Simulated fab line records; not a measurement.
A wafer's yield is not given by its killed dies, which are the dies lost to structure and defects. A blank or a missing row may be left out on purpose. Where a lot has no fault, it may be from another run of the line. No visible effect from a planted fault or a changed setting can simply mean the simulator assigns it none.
fab line records | flow berkeley_cmos170
record: lots: 7 | wafers: 21 | last_day: 11
route steps=331 shown PWELL@46 WELLDRIVE@55
lots that met no fault: taken from a fault-free run of the same line
start_h: start of the lot's first displayed wafer, in hours after the record's first day | wait_h: time in hours since the lot's previous step | " identical to the entry in the row above | L1.1+2: several wafers, shown together as one row | - no value present, or no start provided | * or withheld: withheld | < > ~ a bound
route shown NAME@n: names a module that has steps shown in the file, with the first one's number in the route | usual: mean/standard deviation of fault-free wafers | same: alike in all rows | chamber/n: place in a boat | sites: per-site readings | _std_site: standard deviation of those values | _edge_site: outer sites' mean less inner sites' | radius_mm: how far each site lies from the wafer's centre | mask NAME#n: copy n | behind: tool/chamber where the wafer was last shaped | hold: the reason the lot was held/the length of the hold in hours/how it ended | device: names the non-switching transistor (n, p or np) | end of line: the same wafers' tests at the end of the route | for a step that has no rows: nothing shown but its recipe | killed: count of dies lost to structure and defects at first sort (not the wafer's yield) | map: shows each die of a wafer: x if killed, . if not, _ if none is there
set.NAME: the setting the step ran with; set.NAME@STEP: the setting that earlier step ran with | model.NAME: the simulator's own value behind a step, which no gauge read
lots at selected steps of the route; one table per step, one row per wafer
services: from which hour (start_h, from the record's first day; less than 0 if before it) a tool's chamber was out of use, for how many hours, and why
== steps ==
step: UCB170_PWELL_DEVELOP_12
recipe: developer: TMAH | develop_time_s: 45 | resist: KrF | dev_temp_c: 21
step: UCB170_PWELL_OVL_MEAS_13
usual: PWELL_OVL: -1/5.3
lot.wafer | tool       | chamber | start_h | wait_h | PWELL_OVL[nm]
L352.2    | overlay-02 | -       | 103.14  | -      | -2
L352.3    | "          | -       | "       | "      | 1
L352.4    | "          | -       | "       | "      | 1
L354.2    | overlay-02 | -       | 110.38  | -      | 6
L354.3    | "          | -       | "       | "      | 1
L354.4    | "          | -       | "       | "      | -2
L355.1    | overlay-01 | -       | 110.49  | -      | -3
L355.4    | "          | -       | "       | "      | 2
L355.5    | "          | -       | "       | "      | -7
L353.4    | overlay-02 | -       | 110.78  | -      | 3
L353.5    | "          | -       | "       | "      | -5
L353.6    | "          | -       | "       | "      | 5
L360.1    | overlay-01 | -       | 135.35  | -      | 0
L360.3    | "          | -       | "       | "      | -1
L360.4    | "          | -       | "       | "      | -8
L365.2    | overlay-02 | -       | 157.96  | -      | -5
L365.4    | "          | -       | "       | "      | -11
L365.6    | "          | -       | "       | "      | -9
L366.1    | overlay-02 | -       | 167.39  | -      | -1
L366.3    | "          | -       | "       | "      | 8
L366.4    | "          | -       | "       | "      | 3
step: UCB170_PWELL_ETCH_14
recipe: chemistry: CH3F/Ar/O2 | target: Si3N4 | stop_on: SiO2 | CH3F_flow_sccm: 20 | Ar_flow_sccm: 50 | O2_flow_sccm: 7 | pressure_mtorr: 50 | rf_w: 450 | target_depth_a: 2420 | over_etch_frac: 0.1 | time_s: 151
usual: drypump_motor_current_A: 5.95/0.26 | mfc_ar_sccm: 50.00/0.15 | oes_product_au: 0.944/0.012 | throttle_valve_pct: 8.06/0.12
same: over_etch_frac: 0.1
lot.wafer | tool        | chamber | start_h | wait_h | drypump_motor_current_A | mfc_ar_sccm | oes_product_au | rf_hours_counter_h | throttle_valve_pct
L352.2    | rie_diel-03 | 2       | 103.17  | 0.0    | 6.17                    | 50.04       | 0.940          | 36                 | 8.05
L352.3    | "           | 0       | "       | "      | 5.73                    | 50.01       | 0.945          | 93                 | 7.84
L352.4    | "           | 3       | "       | "      | 5.93                    | 50.04       | 0.960          | 78                 | 8.14
L354.2    | rie_diel-04 | 1       | 110.41  | 0.0    | 5.63                    | 50.37       | 0.923          | 157                | 8.11
L354.3    | "           | 3       | "       | "      | 6.15                    | 50.03       | 0.933          | 75                 | 8.03
L354.4    | "           | 3       | "       | "      | 6.17                    | 50.07       | 0.929          | -                  | 8.01
L355.1    | rie_diel-03 | 0       | 110.52  | 0.0    | 5.73                    | 50.22       | 0.941          | 93                 | 7.84
L355.4    | "           | 2       | "       | "      | 6.18                    | 49.85       | 0.950          | 36                 | 8.07
L355.5    | "           | 2       | "       | "      | 6.17                    | 49.76       | 0.947          | -                  | 8.07
L353.4    | rie_diel-01 | 0       | 110.80  | 0.0    | 5.83                    | 50.08       | 0.930          | 7                  | 8.09
L353.5    | "           | 2       | "       | "      | 5.91                    | 50.22       | 0.933          | -                  | 8.27
L353.6    | "           | 3       | "       | "      | 5.55                    | 49.96       | 0.936          | -                  | 8.08
L360.1    | rie_diel-01 | 2       | 135.39  | 0.0    | 5.93                    | 50.31       | 0.929          | 5                  | 8.27
L360.3    | "           | 0       | "       | "      | 5.84                    | 49.79       | 0.933          | 8                  | 8.09
L360.4    | "           | 3       | "       | "      | 5.52                    | 49.90       | 0.935          | 150                | 8.11
L365.2    | rie_diel-03 | 3       | 157.99  | 0.0    | 5.90                    | 50.05       | 0.964          | 80                 | 8.15
L365.4    | "           | 2       | "       | "      | 6.18                    | 50.09       | 0.940          | 39                 | 8.08
L365.6    | "           | 3       | "       | "      | 5.92                    | 50.03       | 0.961          | -                  | 8.13
L366.1    | rie_diel-01 | 3       | 167.43  | 0.0    | 5.50                    | 50.09       | 0.949          | 151                | 8.09
L366.3    | "           | 2       | "       | "      | 5.89                    | 50.12       | 0.953          | 6                  | 8.27
L366.4    | "           | 1       | "       | "      | 6.52                    | 50.07       | 0.944          | 8                  | 8.18
step: UCB170_PWELL_IMPLANT_15
recipe: species: B | dose_cm2: 5e+12 | energy_kev: 60 | tilt_deg: 7
step: UCB170_PWELL_STRIP_16
recipe: chemistry: O2 | power_w: 400 | pressure_mtorr: 3500 | platen_temp_c: withheld | o2_flow_sccm: 400 | overash_fraction: 0.5
usual: drypump_motor_current_A: 5.6/0.37 | oes_product_au: 0.721/0.0047 | strip_time_to_endpoint_s: 18.16/0.1
lot.wafer | tool            | chamber | start_h | wait_h | drypump_motor_current_A | oes_product_au | rf_hours_counter_h | strip_time_to_endpoint_s
L352.2    | plasma_asher-03 | 1       | 103.42  | 0.1    | 6.0                     | 0.725          | 41                 | 18.04
L352.3    | "               | 0       | "       | "      | 6.1                     | 0.721          | -                  | 18.12
L352.4    | "               | 1       | "       | "      | 6.0                     | 0.723          | -                  | 18.23
L354.2    | plasma_asher-02 | 0       | 110.66  | 0.1    | 5.0                     | 0.716          | 36                 | 18.18
L354.3    | "               | 1       | "       | "      | 5.8                     | 0.719          | -                  | 18.27
L354.4    | "               | 0       | "       | "      | 5.0                     | 0.713          | -                  | 18.25
L355.1    | plasma_asher-01 | 1       | 110.77  | 0.1    | 5.6                     | 0.711          | 44                 | 18.13
L355.4    | "               | 1       | "       | "      | 5.7                     | 0.721          | -                  | 18.07
L355.5    | "               | 1       | "       | "      | 5.6                     | 0.724          | -                  | 18.06
L353.4    | plasma_asher-02 | 1       | 111.08  | 0.1    | 5.8                     | 0.724          | -                  | 18.26
L353.5    | "               | 0       | "       | "      | 5.0                     | 0.727          | -                  | 18.12
L353.6    | "               | 1       | "       | "      | 5.8                     | 0.716          | -                  | 17.93
L360.1    | plasma_asher-01 | 0       | 135.64  | 0.1    | 5.4                     | 0.722          | 47                 | 18.23
L360.3    | "               | 1       | "       | "      | 5.6                     | 0.720          | -                  | 18.31
L360.4    | "               | 0       | "       | "      | 5.4                     | 0.716          | -                  | 18.09
L365.2    | plasma_asher-02 | 1       | 158.24  | 0.1    | 5.8                     | 0.723          | 41                 | 18.27
L365.4    | "               | 1       | "       | "      | 5.8                     | 0.713          | -                  | 18.01
L365.6    | "               | 1       | "       | "      | 5.8                     | 0.716          | -                  | 18.26
L366.1    | plasma_asher-03 | 1       | 167.68  | 0.1    | 6.0                     | 0.726          | 5                  | 18.11
L366.3    | "               | 1       | "       | "      | 6.0                     | 0.715          | -                  | 18.23
L366.4    | "               | 0       | "       | "      | 6.1                     | 0.713          | -                  | 18.27
step: UCB170_PWELL_TW_MEAS_17
usual: PWELL_TW: 375/3.1
lot.wafer | tool          | chamber | start_h | wait_h | PWELL_TW
L352.2    | film_metro-02 | -       | 103.53  | 0.1    | 374
L352.3    | "             | -       | "       | "      | 374
L352.4    | "             | -       | "       | "      | 374
L354.2    | film_metro-03 | -       | 110.77  | 0.1    | 369
L354.3    | "             | -       | "       | "      | 371
L354.4    | "             | -       | "       | "      | 372
L355.1    | film_metro-02 | -       | 110.87  | 0.1    | 374
L355.4    | "             | -       | "       | "      | 372
L355.5    | "             | -       | "       | "      | 371
L353.4    | film_metro-04 | -       | 111.18  | 0.1    | 375
L353.5    | "             | -       | "       | "      | 375
L353.6    | "             | -       | "       | "      | 376
L360.1    | film_metro-02 | -       | 135.74  | 0.1    | 375
L360.3    | "             | -       | "       | "      | 377
L360.4    | "             | -       | "       | "      | 377
L365.2    | film_metro-03 | -       | 158.35  | 0.1    | 375
L365.4    | "             | -       | "       | "      | 374
L365.6    | "             | -       | "       | "      | 376
L366.1    | film_metro-04 | -       | 167.78  | 0.1    | 377
L366.3    | "             | -       | "       | "      | 378
L366.4    | "             | -       | "       | "      | 376
step: UCB170_PWELL_CLEAN_18
recipe: chemistry: SPM | temp_c: 120 | time_s: 600
step: UCB170_PWELL_WET_ETCH_19
recipe: chemistry: H3PO4 | target: Si3N4 | temp_c: 160 | time_s: 14400
step: UCB170_PWELL_WET_ETCH_20
recipe: chemistry: BOE | dilution: 5:1 | target: SiO2 | temp_c: 25 | time_s: 22
step: UCB170_WELLDRIVE_CLEAN_00
recipe: chemistry: SPM | temp_c: 120 | time_s: 600
step: UCB170_WELLDRIVE_OXIDATION_01
recipe: temp_c: 1100 | ambient: O2 | target_thk_a: 1990 | ox_time_s: 9000
step: UCB170_WELLDRIVE_THK_MEAS_02
recipe: reads: SiO2_of_WELLDRIVE_OXIDATION_01
usual: WELLDRIVE_OXIDE_THK: 198/3.5
lot.wafer | tool          | chamber | start_h | wait_h | WELLDRIVE_OXIDE_THK[nm]
L352.2    | film_metro-04 | -       | 114.56  | 0.0    | 191
L352.3    | "             | -       | "       | "      | 194
L352.4    | "             | -       | "       | "      | 194
L355.1    | film_metro-04 | -       | 120.80  | 0.0    | 195
L355.4    | "             | -       | "       | "      | 194
L355.5    | "             | -       | "       | "      | 194
L354.2    | film_metro-01 | -       | 120.81  | 0.0    | 196
L354.3    | "             | -       | "       | "      | 200
L354.4    | "             | -       | "       | "      | 198
L353.4    | film_metro-03 | -       | 124.83  | 0.0    | 197
L353.5    | "             | -       | "       | "      | 199
L353.6    | "             | -       | "       | "      | 200
L360.1    | film_metro-03 | -       | 147.92  | 0.0    | 196
L360.3    | "             | -       | "       | "      | 197
L360.4    | "             | -       | "       | "      | 198
L365.2    | film_metro-03 | -       | 170.24  | 0.0    | 198
L365.4    | "             | -       | "       | "      | 198
L365.6    | "             | -       | "       | "      | 201
L366.1    | film_metro-01 | -       | 179.23  | 0.0    | 196
L366.3    | "             | -       | "       | "      | 198
L366.4    | "             | -       | "       | "      | 194
step: UCB170_WELLDRIVE_ANNEAL_03
recipe: temp_c: 1100 | time_s: 900 | ambient: N2
usual: spike_tc_centre_C: 1102.9/1.3 | spike_tc_load_C: 1129.7/2.1 | spike_tc_source_C: 1125.0/2.1
lot.wafer | tool       | chamber | start_h | wait_h | spike_tc_centre_C | spike_tc_load_C | spike_tc_source_C
L352.2    | furnace-03 | 0       | 116.05  | 1.5    | 1103.8            | 1129.5          | 1124.0
L352.3    | "          | 0       | "       | "      | 1104.0            | 1128.9          | 1122.2
L352.4    | "          | 0       | "       | "      | 1102.5            | 1129.3          | 1124.7
L354.2    | furnace-03 | -       | 123.97  | 3.1    | -                 | -               | -
L354.3    | "          | -       | "       | "      | -                 | -               | -
L354.4    | "          | -       | "       | "      | -                 | -               | -
L355.1    | furnace-03 | -       | 123.97  | 3.2    | -                 | -               | -
L355.4    | "          | -       | "       | "      | -                 | -               | -
L355.5    | "          | -       | "       | "      | -                 | -               | -
L353.4    | furnace-04 | -       | 127.50  | 2.7    | -                 | -               | -
L353.5    | "          | -       | "       | "      | -                 | -               | -
L353.6    | "          | -       | "       | "      | -                 | -               | -
L360.1    | furnace-04 | 0       | 150.03  | 2.1    | 1104.6            | 1131.3          | 1122.4
L360.3    | "          | 0       | "       | "      | 1103.4            | 1133.4          | 1124.1
L360.4    | "          | 0       | "       | "      | 1101.8            | 1131.1          | 1124.0
L365.2    | furnace-04 | 0       | 173.23  | 3.0    | 1102.7            | 1131.4          | 1124.8
L365.4    | "          | 0       | "       | "      | 1105.5            | 1132.6          | 1124.2
L365.6    | "          | 0       | "       | "      | 1104.0            | 1131.2          | 1124.2
L366.1    | furnace-02 | 0       | 184.25  | 5.0    | 1101.6            | 1127.8          | 1126.8
L366.3    | "          | 0       | "       | "      | 1100.2            | 1127.8          | 1126.9
L366.4    | "          | 0       | "       | "      | 1104.0            | 1124.7          | 1126.7
step: UCB170_WELLDRIVE_WET_ETCH_04
recipe: chemistry: BOE | dilution: 5:1 | target: SiO2 | temp_c: 25 | time_s: 120
== services ==
tool            | chamber | start_h | hours | kind
furnace-04      | -       | 85.32   | 13.5  | pm
rie_diel-03     | 1       | 86.30   | -     | clean
rie_diel-03     | 1       | 86.30   | 15.9  | scheduled_down
rie_diel-03     | 1       | 86.30   | 15.9  | vent_cycle
plasma_asher-02 | -       | 86.30   | 2.8   | pm
plasma_asher-03 | -       | 108.75  | 9.0   | pm
plasma_asher-03 | 0       | 108.75  | 9.0   | vent_cycle
plasma_asher-03 | 1       | 108.75  | 9.0   | vent_cycle
rie_diel-04     | 2       | 108.96  | -     | clean
rie_diel-04     | 2       | 108.96  | 29.1  | scheduled_down
rie_diel-04     | 2       | 108.96  | 29.1  | vent_cycle
plasma_asher-03 | 0       | 117.75  | -     | clean
plasma_asher-03 | 1       | 117.75  | -     | clean
rie_diel-04     | 1       | 140.65  | -     | clean
rie_diel-04     | 1       | 140.65  | 25.5  | scheduled_down
plasma_asher-03 | -       | 145.40  | 1.4   | repair
furnace-02      | -       | 150.39  | 4.7   | pm
rie_diel-03     | -       | 153.92  | 0.5   | repair
rie_diel-01     | -       | 165.83  | 0.5   | repair
rie_diel-01     | 3       | 174.41  | -     | clean
rie_diel-01     | 3       | 174.41  | 31.3  | scheduled_down
rie_diel-01     | 3       | 174.41  | 31.3  | vent_cycle
furnace-02      | -       | 176.47  | 2.6   | pm
rie_diel-04     | 0       | 180.42  | 4.6   | repair
== key ==
first_sign: step: UCB170_WELLDRIVE_ANNEAL_03 | reading: tool_record | direction: missing
effect none on later readings
met_at UCB170_WELLDRIVE_ANNEAL_03
struck_wafers L353.4,L353.5,L353.6,L354.2,L354.3,L354.4,L355.1,L355.4,L355.5
later_rows_left_out L353.4,L353.5,L353.6,L354.2,L354.3,L354.4,L355.1,L355.4,L355.5
sort_left_out L353.4,L353.5,L353.6,L354.2,L354.3,L354.4,L355.1,L355.4,L355.5
tester_left_out L353,L354,L355
onset_between 116.05 123.97
fault: kind: skipped_step_whole | tool: furnace-03,furnace-04 | chamber: - | onset_h: 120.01 | steps: UCB170_WELLDRIVE_ANNEAL_03 | scope: struck_lots_only
tester_left_out: of these lots the tester's yield and bins aren't shown, on N5 and GAA mostly nor the transistor test; their killed dies are dies lost to structure and defects alone, not to doping, threshold or leakage, so they don't give the yield
sort_left_out: the simulated sort isn't trusted on such a fault, so these wafers' sort isn't shown, and their yield isn't known
later_rows_left_out: the simulator's readings of these wafers behind a module that went badly wrong aren't trusted and aren't shown, but for the sort
